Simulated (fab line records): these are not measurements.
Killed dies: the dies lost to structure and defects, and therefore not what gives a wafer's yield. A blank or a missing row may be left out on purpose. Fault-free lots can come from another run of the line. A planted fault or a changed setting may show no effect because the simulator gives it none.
Lot-split experiment :: flow berkeleyCmos170 :: 3 lots, 15 wafers read, on a route of 331 steps

ABOUT THE SPLIT
At UCB170_NSD_STRIP_09 (strips in O2), the setting powerW was moved away from the recipe's 400 W on 6 of the 15 wafers read, by -9.6% to +6.6%. This setting was run at the recipe's value on the other wafers.

The reading comes from the split's own step.

THE READING
oesProductAu, in a.u., at UCB170_NSD_STRIP_09 (strips in O2). On this fab line, fault-free wafers typically give 0.533 a.u. with a standard deviation of 0.0051 a.u.

wafer: L076.1
tool, chamber at the split: plasmaAsher-03, 0
powerW as run, W: 400
against the recipe: recipe
oesProductAu, a.u.: 0.538
against lot-mates on the recipe: -

wafer: L076.2
tool, chamber at the split: plasmaAsher-03, 1
powerW as run, W: 426.4
against the recipe: +6.6%
oesProductAu, a.u.: 0.541
against lot-mates on the recipe: +0.004

wafer: L076.3
tool, chamber at the split: plasmaAsher-03, 0
powerW as run, W: 400
against the recipe: recipe
oesProductAu, a.u.: 0.539
against lot-mates on the recipe: -

wafer: L076.4
tool, chamber at the split: plasmaAsher-03, 1
powerW as run, W: 400
against the recipe: recipe
oesProductAu, a.u.: 0.533
against lot-mates on the recipe: -

wafer: L076.5
tool, chamber at the split: plasmaAsher-03, 0
powerW as run, W: 426.4
against the recipe: +6.6%
oesProductAu, a.u.: 0.557
against lot-mates on the recipe: +0.020

wafer: L076.6
tool, chamber at the split: plasmaAsher-03, 1
powerW as run, W: 426.4
against the recipe: +6.6%
oesProductAu, a.u.: 0.544
against lot-mates on the recipe: +0.007

wafer: L081.2
tool, chamber at the split: plasmaAsher-03, 0
powerW as run, W: 400
against the recipe: recipe
oesProductAu, a.u.: 0.536
against lot-mates on the recipe: -

wafer: L081.4
tool, chamber at the split: plasmaAsher-03, 1
powerW as run, W: 400
against the recipe: recipe
oesProductAu, a.u.: 0.527
against lot-mates on the recipe: -

wafer: L081.5
tool, chamber at the split: plasmaAsher-03, 0
powerW as run, W: 400
against the recipe: recipe
oesProductAu, a.u.: 0.525
against lot-mates on the recipe: -

wafer: L085.1
tool, chamber at the split: plasmaAsher-03, 0
powerW as run, W: 400
against the recipe: recipe
oesProductAu, a.u.: 0.529
against lot-mates on the recipe: -

wafer: L085.2
tool, chamber at the split: plasmaAsher-03, 1
powerW as run, W: 400
against the recipe: recipe
oesProductAu, a.u.: 0.537
against lot-mates on the recipe: -

wafer: L085.3
tool, chamber at the split: plasmaAsher-03, 0
powerW as run, W: 361.7
against the recipe: -9.6%
oesProductAu, a.u.: 0.511
against lot-mates on the recipe: -0.026

wafer: L085.4
tool, chamber at the split: plasmaAsher-03, 1
powerW as run, W: 361.7
against the recipe: -9.6%
oesProductAu, a.u.: 0.511
against lot-mates on the recipe: -0.026

wafer: L085.5
tool, chamber at the split: plasmaAsher-03, 0
powerW as run, W: 361.7
against the recipe: -9.6%
oesProductAu, a.u.: 0.513
against lot-mates on the recipe: -0.024

wafer: L085.6
tool, chamber at the split: plasmaAsher-03, 1
powerW as run, W: 400
against the recipe: recipe
oesProductAu, a.u.: 0.544
against lot-mates on the recipe: -

FIT RESULTS
A straight line over all 15 wafers: oesProductAu changes by +0.00222 a.u. for each +1% of powerW; r = +0.90; the points scatter about the line by 0.006 a.u.
The same after taking each lot's own level away (the mean of its wafers on the recipe; 15 wafers): +0.00226 a.u. for each +1%; r = +0.91; scatter 0.0056 a.u.
On that fit, the largest move of powerW shifts the reading by 0.022 a.u.
The span of the lots' own levels, 0.5293 to 0.5367 a.u., comes to 1.4 times the standard deviation stated above.
The two slopes are in agreement: the lot-to-lot level therefore moves the slope only a little.
Check: with one of the wafers moved furthest among these (-9.6%) left out of the fit, the line predicts -0.0222 a.u. for it against its lot-mates. Against them it came out at -0.0257 a.u.
Tool readings at the split's step, against how far the setting was moved: oesProductAu r = +0.90; stripTimeToEndpointS r = -1.00.

OTHER SPLITS APPLIED TO THESE WAFERS
Note: prior to the reading, these wafers also went through further splits. Each is held against what the fit with the lots' levels taken away leaves over:
other split on the same wafers: UCB170_ZERO_COAT_01 spinRpm
wafers away from the commonest value: 3
r with oesProductAu (lot level and that fit taken away): -0.22

other split on the same wafers: UCB170_ZERO_STRIP_07 o2FlowSccm
wafers away from the commonest value: 6
r with oesProductAu (lot level and that fit taken away): -0.28

other split on the same wafers: UCB170_ACTIVE_CVD_05 sih2cl2FlowSccm
wafers away from the commonest value: 9
r with oesProductAu (lot level and that fit taken away): +0.04

other split on the same wafers: UCB170_GATE_CVD_04 tempC
wafers away from the commonest value: 9
r with oesProductAu (lot level and that fit taken away): -0.11

other split on the same wafers: UCB170_GATE_PEB_10 pebTempC
wafers away from the commonest value: 6
r with oesProductAu (lot level and that fit taken away): +0.06

other split on the same wafers: UCB170_NLDD_IMPLANT_08 tiltDeg
wafers away from the commonest value: 6
r with oesProductAu (lot level and that fit taken away): -0.13

THE WHOLE CHAIN: every reading that the file lists as answering this split, in the file's order
step: UCB170_NSD_STRIP_09
what it does: strips in O2
reading: oesProductAu
change (the file's fit): +0.00231 a.u. for each +1% of the setting
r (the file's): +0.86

step: UCB170_NSD_STRIP_09
what it does: strips in O2
reading: stripTimeToEndpointS
change (the file's fit): withheld for each +1% of the setting
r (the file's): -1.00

THE FILE'S OWN FIT
oesProductAu changes by +0.00231 a.u. for each +1% of powerW, r = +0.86.
